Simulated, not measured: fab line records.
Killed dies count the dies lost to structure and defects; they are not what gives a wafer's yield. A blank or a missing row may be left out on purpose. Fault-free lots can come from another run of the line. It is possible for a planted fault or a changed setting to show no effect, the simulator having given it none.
Matching of chambers | flow berkeley cmos170 | cmp-01 running UCB170_V2_CMP_02: 4 sister chambers
The step polishes SiO2. 4 wafers are shown with their chamber, then 9 later ones without.

WAFERS WITH THEIR CHAMBER
wafer  | chamber | motor current A (A)
L451.4 | 3       | 19.1
L450.2 | 0       | 16.1
L450.5 | 1       | 12.4
L450.6 | 2       | 17.6

WAFERS WITH NO CHAMBER GIVEN
wafer  | motor current A (A)
L456.1 | 19.3
L456.4 | 16.4
L456.5 | 17.5
L458.3 | 17.2
L458.4 | 18.9
L458.6 | 17.1
L462.3 | 16.3
L462.4 | 12.6
L462.6 | 17.1

WHICH CHAMBER EACH WENT THROUGH
wafer  | from the rows above     | in truth
L456.1 | 3                       | 3
L456.4 | 0                       | 0
L456.5 | 2                       | 2
L458.3 | 2                       | 2
L458.4 | 3                       | 3
L458.6 | can't be placed: 2 or 0 | 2
L462.3 | 0                       | 0
L462.4 | 1                       | 1
L462.6 | can't be placed: 2 or 0 | 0
Correctly placed: 7 of 9. Cannot be placed on the basis of these rows: 2; the candidates contain the true chamber in 2. Number placed wrongly: 0.
How it was worked out, from the rows above alone: a wafer's distance from a chamber is the root of the sum, over the readings, of the square of ((its reading less the chamber's mean) divided by the reading's scatter). The wafer belongs to the nearest chamber; if the next one is less than 2 further off, it can't be placed. The mean given for a chamber averages the wafers shown for that chamber. The scatter (one wafer shown for each chamber): square how far every hidden wafer sits from the nearest shown wafer, average those squares and take the square root.
